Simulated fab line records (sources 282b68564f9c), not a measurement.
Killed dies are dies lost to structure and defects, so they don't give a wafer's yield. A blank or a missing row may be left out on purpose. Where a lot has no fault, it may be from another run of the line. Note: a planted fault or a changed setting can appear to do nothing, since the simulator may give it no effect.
fab line records -- flow rit_cmos
record: lots: 6, wafers: 18, last_day: 7
route steps=202 shown ACTIVE@1 FOX1@20 FOX2@23 NWELL@28 M1@202
lots that met no fault: from a run of the same line without faults
start_h: the number of hours between the record's first day and the start of the first shown wafer of the lot -- wait_h: how many hours have passed since the lot's step before this one -- " identical to the entry in the row above -- L1.1+2: a row that stands for several wafers -- - either no value or no given start -- * or withheld: withheld -- < > ~ a bound
route shown NAME@n: NAME is a module with steps in the file, n the number in the route of the first one -- usual: the fault-free wafers' mean and standard deviation -- same: alike in all rows -- chamber/n: place in a boat -- sites: readings site by site -- _std_site: standard deviation across them -- _edge_site: outer sites' mean less inner sites' -- radius_mm: for every site, how far away it sits from the centre of the wafer -- mask NAME#n: copy n -- behind: the most recent tool/chamber to have shaped the wafer -- hold: reason for holding the lot/hours on hold/outcome of the hold -- device: the transistor (n, p or np) that didn't switch -- end of line: the same wafers' tests at the end of the route -- a step without rows: its recipe alone -- killed: at the first sort, the dies lost to defects and structure; wafer yield is something else -- map: a wafer's dies, marking killed ones x, the rest . and places with no die _
set.NAME: the run value of the setting; set.NAME@STEP: its run value at that earlier step -- model.NAME: the simulator's own value behind a step, which no gauge read
a table for each step, a row for each wafer; lots at some steps of the route
services: the hour from which a tool's chamber was out of use, counted from the record's first day as start_h (under 0 if before that day), plus the number of hours and why
== steps ==
step: RIT_ACTIVE_BOW_MEAS_00
recipe: mode: bow
usual: INCOMING_BOW: 0/6
lot.wafer,tool,chamber,start_h,wait_h,INCOMING_BOW[um]
L343.1,film_metro-03,-,10.00,-,9
L343.2,film_metro-03,-,10.00,-,3
L343.6,film_metro-03,-,10.00,-,0
L353.2,film_metro-01,-,60.02,-,-4
L353.3,film_metro-01,-,60.02,-,5
L353.5,film_metro-01,-,60.02,-,-4
L354.1,film_metro-03,-,65.00,-,1
L354.3,film_metro-03,-,65.00,-,1
L354.4,film_metro-03,-,65.00,-,-4
L355.1,film_metro-02,-,70.00,-,-1
L355.4,film_metro-02,-,70.00,-,8
L355.5,film_metro-02,-,70.00,-,-14
L359.1,film_metro-02,-,90.00,-,-13
L359.5,film_metro-02,-,90.00,-,0
L359.6,film_metro-02,-,90.00,-,-2
L364.1,film_metro-02,-,115.00,-,1
L364.2,film_metro-02,-,115.00,-,5
L364.3,film_metro-02,-,115.00,-,-1
step: RIT_ACTIVE_OXIDATION_01
recipe: temp_c: 1000, ambient: O2, target_thk_a: 468, ox_time_s: 3360
usual: ox_temp_c_max: 1004.0/0.97
lot.wafer,tool,chamber,start_h,wait_h,ox_temp_c_max
L343.1,furnace-02,0,10.12,0.1,1004.5
L343.2,furnace-02,0,10.12,0.1,1005.5
L343.6,furnace-02,0,10.12,0.1,1005.2
L353.2,furnace-02,0,60.12,0.1,1004.8
L353.3,furnace-02,0,60.12,0.1,1003.7
L353.5,furnace-02,0,60.12,0.1,1004.0
L354.1,furnace-02,0,65.29,0.3,1003.9
L354.3,furnace-02,0,65.29,0.3,1004.1
L354.4,furnace-02,0,65.29,0.3,1004.6
L355.1,furnace-01,0,70.12,0.1,1004.1
L355.4,furnace-01,0,70.12,0.1,1003.4
L355.5,furnace-01,0,70.12,0.1,1003.6
L359.1,furnace-04,0,90.12,0.1,1002.4
L359.5,furnace-04,0,90.12,0.1,1002.8
L359.6,furnace-04,0,90.12,0.1,1001.6
L364.1,furnace-04,0,115.23,0.2,1003.5
L364.2,furnace-04,0,115.23,0.2,1002.5
L364.3,furnace-04,0,115.23,0.2,1002.8
step: RIT_ACTIVE_THK_MEAS_02
recipe: reads: SiO2_of_ACTIVE_OXIDATION_01
usual: ACTIVE_OXIDE_THK: 47.3/0.98
lot.wafer,tool,chamber,start_h,wait_h,ACTIVE_OXIDE_THK[nm]
L343.1,film_metro-01,-,12.05,0.0,48.5
L343.2,film_metro-01,-,12.05,0.0,48.3
L343.6,film_metro-01,-,12.05,0.0,47.9
L353.2,film_metro-01,-,62.06,0.0,45.8
L353.3,film_metro-01,-,62.06,0.0,47.2
L353.5,film_metro-01,-,62.06,0.0,46.9
L354.1,film_metro-03,-,67.22,0.0,47.7
L354.3,film_metro-03,-,67.22,0.0,47.9
L354.4,film_metro-03,-,67.22,0.0,47.4
L355.1,film_metro-01,-,72.05,0.0,48.4
L355.4,film_metro-01,-,72.05,0.0,48.5
L355.5,film_metro-01,-,72.05,0.0,49.5
L359.1,film_metro-01,-,92.05,0.0,46.7
L359.5,film_metro-01,-,92.05,0.0,46.4
L359.6,film_metro-01,-,92.05,0.0,46.8
L364.1,film_metro-02,-,117.16,0.0,45.8
L364.2,film_metro-02,-,117.16,0.0,46.1
L364.3,film_metro-02,-,117.16,0.0,46.5
step: RIT_ACTIVE_CVD_03
recipe: material: Si3N4, target_thk_nm: 150, temp_c: 810, precursor: SiH2Cl2/NH3, time_s: 1500, pressure_mtorr: 300, sih2cl2_flow_sccm: 60, nh3_flow_sccm: 150
step: RIT_ACTIVE_THK_MEAS_04
recipe: reads: Si3N4_of_ACTIVE_CVD_03
usual: ACTIVE_NITRIDE_THK: 150.1/1.3
lot.wafer,tool,chamber,start_h,wait_h,ACTIVE_NITRIDE_THK[nm]
L343.1,film_metro-03,-,13.53,0.0,150.4
L343.2,film_metro-03,-,13.53,0.0,149.5
L343.6,film_metro-03,-,13.53,0.0,150.1
L353.2,film_metro-03,-,63.54,0.0,151.1
L353.3,film_metro-03,-,63.54,0.0,150.7
L353.5,film_metro-03,-,63.54,0.0,152.3
L354.1,film_metro-01,-,68.70,0.0,149.9
L354.3,film_metro-01,-,68.70,0.0,151.4
L354.4,film_metro-01,-,68.70,0.0,150.7
L355.1,film_metro-02,-,73.53,0.0,150.7
L355.4,film_metro-02,-,73.53,0.0,150.2
L355.5,film_metro-02,-,73.53,0.0,151.1
L359.1,film_metro-01,-,93.53,0.0,149.9
L359.5,film_metro-01,-,93.53,0.0,149.7
L359.6,film_metro-01,-,93.53,0.0,150.0
L364.1,film_metro-03,-,118.64,0.0,149.5
L364.2,film_metro-03,-,118.64,0.0,151.0
L364.3,film_metro-03,-,118.64,0.0,148.7
step: RIT_ACTIVE_HMDS_05
recipe: prime_time_s: 60, prime_temp_c: 140
step: RIT_ACTIVE_COAT_06
recipe: resist: NOVOLAK, spin_rpm: 3250, resist_thk_nm: 1000
step: RIT_ACTIVE_SOFTBAKE_07
recipe: resist: NOVOLAK, temp_c: 90, time_s: 60
step: RIT_ACTIVE_EXPOSE_08
recipe: mask_id: M1, na: 0.6, source_shape: conventional, sigma_outer: 0.6, target_cd_nm: 1400, dose_mj: 225
step: RIT_ACTIVE_PEB_09
recipe: resist: NOVOLAK, temp_c: withheld, time_s: withheld
step: RIT_ACTIVE_DEVELOP_10
recipe: resist: NOVOLAK, develop_time_s: 50, dev_temp_c: 23
step: RIT_ACTIVE_CD_MEAS_11
recipe: target_cd_nm: 1400
usual: cd_nm: 1400.2/2.3
lot.wafer,tool,chamber,start_h,wait_h,cd_nm
L343.1,cd_sem-02,-,14.56,-,1398.0
L343.2,cd_sem-02,-,14.56,-,1399.3
L343.6,cd_sem-02,-,14.56,-,1398.4
L353.2,cd_sem-02,-,64.58,-,1399.2
L353.3,cd_sem-02,-,64.58,-,1397.8
L353.5,cd_sem-02,-,64.58,-,1399.5
L354.1,cd_sem-01,-,69.86,-,1401.5
L354.3,cd_sem-01,-,69.86,-,1403.5
L354.4,cd_sem-01,-,69.86,-,1403.9
L355.1,cd_sem-02,-,74.56,-,1397.7
L355.4,cd_sem-02,-,74.56,-,1396.5
L355.5,cd_sem-02,-,74.56,-,1396.9
L359.1,cd_sem-01,-,94.44,-,1399.8
L359.5,cd_sem-01,-,94.44,-,1402.0
L359.6,cd_sem-01,-,94.44,-,1399.6
L364.1,cd_sem-02,-,119.82,-,1400.6
L364.2,cd_sem-02,-,119.82,-,1400.0
L364.3,cd_sem-02,-,119.82,-,1399.9
step: RIT_ACTIVE_HARDBAKE_12
recipe: resist: NOVOLAK, temp_c: 140, time_s: 60
step: RIT_ACTIVE_ETCH_13
recipe: stop_on: SiO2, chemistry: SF6, target: Si3N4, time_s: 210, over_etch_frac: 0.4, SF6_flow_sccm: 200, pressure_mtorr: 260, rf_w: 125, target_depth_a: 2100
usual: drypump_motor_current_A: 5.8/0.49, oes_product_au: 0.830/0.015, throttle_valve_pct: 7.46/0.11
lot.wafer,tool,chamber,start_h,wait_h,drypump_motor_current_A,oes_product_au,rf_hours_counter_h,throttle_valve_pct
L343.1,rie_diel-03,3,14.83,0.1,5.9,0.838,131,7.27
L343.2,rie_diel-03,1,14.83,0.1,5.4,0.839,12,7.46
L343.6,rie_diel-03,0,14.83,0.1,5.1,0.828,-,7.51
L353.2,rie_diel-02,1,64.83,0.1,5.7,0.854,140,7.48
L353.3,rie_diel-02,3,64.83,0.1,6.4,0.819,163,7.65
L353.5,rie_diel-02,2,64.83,0.1,6.4,0.844,-,7.39
L354.1,rie_diel-02,0,70.13,0.1,5.3,0.819,30,7.58
L354.3,rie_diel-02,1,70.13,0.1,5.8,0.855,141,7.48
L354.4,rie_diel-02,3,70.13,0.1,6.3,0.817,163,7.66
L355.1,rie_diel-01,2,74.83,0.1,5.5,0.840,2,7.31
L355.4,rie_diel-01,1,74.83,0.1,5.3,0.840,129,7.56
L355.5,rie_diel-01,2,74.83,0.1,5.4,0.838,-,7.30
L359.1,rie_diel-03,3,94.71,0.1,5.9,0.832,133,7.27
L359.5,rie_diel-03,2,94.71,0.1,6.1,0.803,-,7.43
L359.6,rie_diel-03,1,94.71,0.1,5.4,0.839,-,7.47
L364.1,rie_diel-01,0,120.09,0.1,6.6,0.812,103,7.34
L364.2,rie_diel-01,1,120.09,0.1,5.2,0.830,130,7.57
L364.3,rie_diel-01,3,120.09,0.1,5.5,0.817,48,7.45
step: RIT_ACTIVE_STRIP_14
recipe: chemistry: O2, time_s: 180, resist: NOVOLAK, platen_temp_c: withheld, power_w: 500, pressure_mtorr: 4000, o2_flow_sccm: 4000
usual: drypump_motor_current_A: 6.0/0.49
lot.wafer,tool,chamber,start_h,wait_h,drypump_motor_current_A,rf_hours_counter_h
L343.1,plasma_asher-01,1,14.97,0.1,6.0,34
L343.2,plasma_asher-01,0,14.97,0.1,6.1,34
L343.6,plasma_asher-01,1,14.97,0.1,6.0,-
L353.2,plasma_asher-02,1,64.97,0.1,5.0,38
L353.3,plasma_asher-02,1,64.97,0.1,4.9,-
L353.5,plasma_asher-02,1,64.97,0.1,5.0,-
L354.1,plasma_asher-03,0,70.27,0.1,6.3,46
L354.3,plasma_asher-03,0,70.27,0.1,6.3,-
L354.4,plasma_asher-03,1,70.27,0.1,5.8,-
L355.1,plasma_asher-02,0,74.97,0.1,6.8,39
L355.4,plasma_asher-02,1,74.97,0.1,4.9,-
L355.5,plasma_asher-02,1,74.97,0.1,4.9,-
L359.1,plasma_asher-01,1,94.84,0.1,6.0,44
L359.5,plasma_asher-01,0,94.84,0.1,6.1,-
L359.6,plasma_asher-01,1,94.84,0.1,6.0,-
L364.1,plasma_asher-01,0,120.22,0.1,6.1,47
L364.2,plasma_asher-01,1,120.22,0.1,6.0,47
L364.3,plasma_asher-01,1,120.22,0.1,6.0,-
step: RIT_ACTIVE_CD_MEAS_90
recipe: target_cd_nm: 1400
usual: cd_nm: 1400.2/2.4
lot.wafer,tool,chamber,start_h,wait_h,cd_nm
L343.1,cd_sem-01,-,15.14,0.1,1397.6
L343.2,cd_sem-01,-,15.14,0.1,1399.4
L343.6,cd_sem-01,-,15.14,0.1,1398.2
L353.2,cd_sem-01,-,65.16,0.1,1398.9
L353.3,cd_sem-01,-,65.16,0.1,1397.8
L353.5,cd_sem-01,-,65.16,0.1,1399.5
L354.1,cd_sem-02,-,70.44,0.1,1401.5
L354.3,cd_sem-02,-,70.44,0.1,1403.4
L354.4,cd_sem-02,-,70.44,0.1,1404.1
L355.1,cd_sem-02,-,75.14,0.1,1397.5
L355.4,cd_sem-02,-,75.14,0.1,1396.3
L355.5,cd_sem-02,-,75.14,0.1,1396.7
L359.1,cd_sem-01,-,95.02,0.1,1399.8
L359.5,cd_sem-01,-,95.02,0.1,1401.8
L359.6,cd_sem-01,-,95.02,0.1,1399.3
L364.1,cd_sem-01,-,120.40,0.1,1400.1
L364.2,cd_sem-01,-,120.40,0.1,1400.0
L364.3,cd_sem-01,-,120.40,0.1,1399.1
step: RIT_ACTIVE_CLEAN_15
recipe: chemistry: SC1, mix: 3:3:50, time_s: 600, temp_c: 75
step: RIT_ACTIVE_CLEAN_16
recipe: chemistry: dHF, dilution: 50:1, time_s: 30
step: RIT_ACTIVE_CLEAN_17
recipe: chemistry: SC2, mix: 3:3:50, time_s: 600, temp_c: 75, dry: n2_spin
step: RIT_FOX1_OXIDATION_00
recipe: temp_c: 1100, ambient: H2O, target_thk_a: 3507, p_h2o_torr: 720, ox_time_s: 1130
step: RIT_FOX1_THK_MEAS_01
recipe: reads: SiO2_of_FOX1_OXIDATION_00
usual: FOX1_OXIDE_THK: 348/8
lot.wafer,tool,chamber,start_h,wait_h,FOX1_OXIDE_THK[nm]
L343.1,film_metro-04,-,17.20,0.0,356
L343.2,film_metro-04,-,17.20,0.0,355
L343.6,film_metro-04,-,17.20,0.0,364
L353.2,film_metro-03,-,67.76,0.0,356
L353.3,film_metro-03,-,67.76,0.0,363
L353.5,film_metro-03,-,67.76,0.0,359
L354.1,film_metro-03,-,73.37,0.0,350
L354.3,film_metro-03,-,73.37,0.0,346
L354.4,film_metro-03,-,73.37,0.0,346
L355.1,film_metro-04,-,76.98,0.0,350
L355.4,film_metro-04,-,76.98,0.0,346
L355.5,film_metro-04,-,76.98,0.0,349
L359.1,film_metro-02,-,97.57,0.0,336
L359.5,film_metro-02,-,97.57,0.0,336
L359.6,film_metro-02,-,97.57,0.0,344
L364.1,film_metro-04,-,122.20,0.0,336
L364.2,film_metro-04,-,122.20,0.0,339
L364.3,film_metro-04,-,122.20,0.0,337
step: RIT_FOX1_WET_ETCH_02
recipe: chemistry: BOE, target_depth_nm: 350, time_s: 390, temp_c: 21.5, dry: n2_spin, dilution: 10:1, target: SiO2
step: RIT_FOX2_OXIDATION_00
recipe: temp_c: 1100, ambient: H2O, target_thk_a: 3507, p_h2o_torr: 720, ox_time_s: 1130
step: RIT_FOX2_THK_MEAS_01
recipe: reads: SiO2_of_FOX2_OXIDATION_00
usual: FOX2_OXIDE_THK: 351/7.9
lot.wafer,tool,chamber,start_h,wait_h,FOX2_OXIDE_THK[nm]
L343.1,film_metro-04,-,18.70,0.0,326
L343.2,film_metro-04,-,18.70,0.0,327
L343.6,film_metro-04,-,18.70,0.0,329
L353.2,film_metro-03,-,69.25,0.0,345
L353.3,film_metro-03,-,69.25,0.0,347
L353.5,film_metro-03,-,69.25,0.0,355
L354.1,film_metro-04,-,74.88,0.0,348
L354.3,film_metro-04,-,74.88,0.0,347
L354.4,film_metro-04,-,74.88,0.0,350
L355.1,film_metro-01,-,78.48,0.0,348
L355.4,film_metro-01,-,78.48,0.0,338
L355.5,film_metro-01,-,78.48,0.0,343
L359.1,film_metro-01,-,99.47,0.0,338
L359.5,film_metro-01,-,99.47,0.0,344
L359.6,film_metro-01,-,99.47,0.0,342
L364.1,film_metro-01,-,124.18,0.0,350
L364.2,film_metro-01,-,124.18,0.0,361
L364.3,film_metro-01,-,124.18,0.0,356
step: RIT_FOX2_CLEAN_02
recipe: chemistry: dHF, dilution: 50:1, time_s: 180
step: RIT_FOX2_WET_ETCH_03
recipe: chemistry: H3PO4, target: Si3N4, target_depth_nm: 195, temp_c: 165, time_s: 2700
step: RIT_FOX2_THK_MEAS_90
recipe: reads: SiO2_of_FOX2_OXIDATION_00
usual: FIELD_OXIDE_LEFT_1_THK: 324/8
lot.wafer,tool,chamber,start_h,wait_h,FIELD_OXIDE_LEFT_1_THK[nm]
L343.1,film_metro-04,-,19.58,0.0,297
L343.2,film_metro-04,-,19.58,0.0,299
L343.6,film_metro-04,-,19.58,0.0,301
L353.2,film_metro-01,-,70.13,0.0,318
L353.3,film_metro-01,-,70.13,0.0,320
L353.5,film_metro-01,-,70.13,0.0,328
L354.1,film_metro-04,-,75.75,0.0,321
L354.3,film_metro-04,-,75.75,0.0,320
L354.4,film_metro-04,-,75.75,0.0,323
L355.1,film_metro-04,-,79.42,0.0,321
L355.4,film_metro-04,-,79.42,0.0,310
L355.5,film_metro-04,-,79.42,0.0,316
L359.1,film_metro-03,-,100.35,0.0,311
L359.5,film_metro-03,-,100.35,0.0,317
L359.6,film_metro-03,-,100.35,0.0,315
L364.1,film_metro-03,-,125.06,0.0,322
L364.2,film_metro-03,-,125.06,0.0,333
L364.3,film_metro-03,-,125.06,0.0,328
step: RIT_NWELL_HMDS_00
recipe: prime_time_s: 60, prime_temp_c: 140
step: RIT_NWELL_COAT_01
recipe: resist: NOVOLAK, spin_rpm: 2000, resist_thk_nm: 1300
step: RIT_NWELL_SOFTBAKE_02
recipe: resist: NOVOLAK, temp_c: 90, time_s: 60
step: RIT_NWELL_EXPOSE_03
recipe: mask_id: M2, na: 0.57, target_cd_nm: 43900, dose_mj: 250
step: RIT_M1_PROBE_99
usual: killed_at_contacts: 0.1/0.28, killed_at_front_end: 6.5/3, killed_dies: 7/3, killed_on_rim: 1.8/1.5, killed_open: 3.2/2, killed_short: 3.2/1.9
same: gross_dies: 264, killed_at_M0_to_M3: 0, killed_at_M4_up: 0, killed_at_back_side: 0, killed_at_other: 0
lot.wafer,tool,chamber,start_h,wait_h,killed_at_contacts,killed_at_front_end,killed_dies,killed_on_rim,killed_open,killed_short
L343.1,prober-01,-,58.82,0.1,0,4,4,0,3,1
L343.2,prober-01,-,58.87,0.1,0,6,6,3,2,4
L343.6,prober-01,-,59.07,0.2,0,7,7,4,3,4
L353.2,prober-01,-,110.04,0.1,0,108,108,29,1,0
L353.3,prober-01,-,110.09,0.2,1,118,119,34,3,3
L353.5,prober-01,-,110.19,0.2,1,109,110,26,2,1
L354.1,prober-02,-,112.85,0.1,0,106,106,28,4,1
L354.3,prober-02,-,112.95,0.2,0,114,114,29,9,1
L354.4,prober-02,-,113.00,0.2,1,116,117,31,6,2
L355.1,prober-01,-,116.68,0.1,0,9,9,2,5,4
L355.4,prober-01,-,116.83,0.2,0,5,5,2,3,2
L355.5,prober-01,-,116.88,0.2,0,4,4,2,3,1
L359.1,prober-01,-,141.18,0.1,0,9,9,2,7,2
L359.5,prober-01,-,141.38,0.2,0,13,13,3,7,6
L359.6,prober-01,-,141.43,0.2,0,5,5,1,2,3
L364.1,prober-02,-,162.63,0.1,0,5,5,1,2,3
L364.2,prober-02,-,162.68,0.1,0,6,6,3,3,3
L364.3,prober-02,-,162.73,0.2,0,3,3,0,2,1
killed by level:class
L343.1 SILICIDE:geometric_particle:open=2 REOX:geometric_particle:short=1 SPACER:geometric_particle:open=1
L343.2 SILICIDE:geometric_particle:short=2 FOX1:geometric_particle:short=1 GATE:geometric_particle:short=1 SPACER:geometric_particle:open=1 SILICIDE:geometric_particle:open=1
L343.6 FOX2:geometric_particle:short=3 FOX1:geometric_particle:open=1 FOX1:geometric_particle:short=1 FOX2:geometric_particle:open=1 GATE:geometric_particle:open=1
L353.2 ACTIVE:unspecified=107 GATE:geometric_particle:open=1
L353.3 ACTIVE:unspecified=113 FOX1:geometric_particle:short=2 GATE:geometric_particle:open=2 GATE:geometric_particle:short=1 CONTACT:geometric_particle:open=1
L353.5 ACTIVE:unspecified=107 FOX1:geometric_particle:open=2 CONTACT:geometric_particle:short=1
L354.1 ACTIVE:unspecified=101 GATE:geometric_particle:open=3 REOX:geometric_particle:short=1 SILICIDE:geometric_particle:open=1
L354.3 ACTIVE:unspecified=104 GATE:geometric_particle:open=5 REOX:geometric_particle:open=2 FOX1:geometric_particle:open=1 GATE:geometric_particle:short=1 SPACER:geometric_particle:open=1
L354.4 ACTIVE:unspecified=109 SPACER:geometric_particle:open=2 FOX1:geometric_particle:short=1 FOX1:geometric_particle:open=1 GATE:geometric_particle:short=1 GATE:geometric_particle:open=1 SILICIDE:geometric_particle:open=1 CONTACT:geometric_particle:open=1
L355.1 REOX:geometric_particle:open=3 REOX:geometric_particle:short=2 GATE:geometric_particle:open=1 GATE:geometric_particle:short=1 SPACER:geometric_particle:open=1 SPACER:geometric_particle:short=1
L355.4 GATE:geometric_particle:short=2 GATE:geometric_particle:open=1 REOX:geometric_particle:open=1 SPACER:geometric_particle:open=1
L355.5 GATE:geometric_particle:short=1 GATE:geometric_particle:open=1 REOX:geometric_particle:open=1 SILICIDE:geometric_particle:open=1
L359.1 GATE:geometric_particle:open=3 FOX1:geometric_particle:open=2 REOX:geometric_particle:open=2 GATE:geometric_particle:short=1 REOX:geometric_particle:short=1
L359.5 GATE:geometric_particle:open=3 GATE:geometric_particle:short=3 FOX1:geometric_particle:open=2 FOX1:geometric_particle:short=1 REOX:geometric_particle:short=1 REOX:geometric_particle:open=1 SPACER:geometric_particle:open=1 SILICIDE:geometric_particle:short=1
L359.6 FOX1:geometric_particle:short=1 GATE:geometric_particle:short=1 REOX:geometric_particle:open=1 SILICIDE:geometric_particle:open=1 SILICIDE:geometric_particle:short=1
L364.1 ACTIVE:geometric_particle:short=1 FOX1:geometric_particle:short=1 FOX2:geometric_particle:short=1 GATE:geometric_particle:open=1 SPACER:geometric_particle:open=1
L364.2 GATE:geometric_particle:short=2 GATE:geometric_particle:open=2 REOX:geometric_particle:open=1 SPACER:geometric_particle:short=1
L364.3 FOX1:geometric_particle:open=1 GATE:geometric_particle:short=1 SPACER:geometric_particle:open=1
map L353.3 (x killed, . not)
________...xxxx_______
_____xx..x.....xx.____
____...x..x.xxxxxxx___
___.xx....xx.xx...xx__
__.x.x..x........xx.._
__x.xxxx..x.x...xx.xx_
_xxxx.xxx.xxx.x.xx.x.x
_.xxxx.xx...xx...x..x.
_...xx.xx.x..x.xx....x
_...xx.xx..x....xx..xx
__.x....x.x.xx..x..xx_
__..........xxx.x..xx_
___x.x.x.x.x.....xx.__
____.xx..x..x.x....___
_____xxx..x..x..x.____
________.x...x._______
map L354.4 (x killed, . not)
________xxxx..x_______
_____xx.xx.x...xxx____
____..x..xxxx.xxx..___
___x.x..xxx..x..xx..__
__.x.xxx.x...x.xxx.xx_
__.x...x...xx.x.x.x.._
_....x.xxxxx....x.x.x.
_....x...xx.xx.....x.x
_..x.x.x..x...xx.....x
_x.x...xxx.........xx.
__..xxx.x.....x..xx.._
__x.xxx..xxxxxx..x..._
___..x..xxx...x.x.x.__
____..x..x...x.xx.x___
_____.xxx....x..x.____
________.xxx.x._______
== services ==
tool,chamber,start_h,hours,kind
furnace-04,-,-11.55,2.6,pm
furnace-02,-,2.12,3.5,pm
furnace-02,-,14.38,1.5,repair
rie_diel-02,0,35.11,6.2,repair
furnace-01,-,35.48,20.7,pm
plasma_asher-02,-,50.39,3.1,repair
rie_diel-01,2,63.80,7.4,repair
rie_diel-02,3,83.26,-,clean
rie_diel-02,3,83.26,29.2,scheduled_down
rie_diel-02,3,83.26,29.2,vent_cycle
furnace-01,-,86.96,3.6,pm
rie_diel-03,-,90.50,2.8,pm
furnace-01,-,90.60,2.5,pm
rie_diel-03,-,94.52,0.1,repair
plasma_asher-03,-,108.75,9.0,pm
plasma_asher-03,0,108.75,9.0,vent_cycle
plasma_asher-03,1,108.75,9.0,vent_cycle
plasma_asher-02,-,111.69,0.8,repair
rie_diel-03,3,116.70,11.5,repair
plasma_asher-03,0,117.75,-,clean
plasma_asher-03,1,117.75,-,clean
== key ==
first_sign: step: RIT_M1_PROBE_99, reading: killed_at_front_end, direction: up, sigmas: 35, usual: 6.5, struck: 111.8
effect: step: RIT_M1_PROBE_99, reading: killed_dies, direction: up, sigmas: 35, usual: 7, struck: 112
met_at RIT_ACTIVE_OXIDATION_01
struck_wafers L353.2,L353.3,L353.5,L354.1,L354.3,L354.4
tester_left_out L353,L354
onset_between 10.12 60.12
also_fits RIT_ACTIVE_ETCH_13:rie_diel-02
fault: kind: chamber_particle_source, tool: furnace-02, chamber: -, onset_h: 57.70, steps: RIT_ACTIVE_OXIDATION_01, rate_per_visit_cm2: 0.97896, end_h: 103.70
tester_left_out: of these lots the tester's yield and bins aren't shown, on N5 and GAA mostly nor the transistor test; their killed dies are dies lost to structure and defects alone, not to doping, threshold or leakage, so they don't give the yield
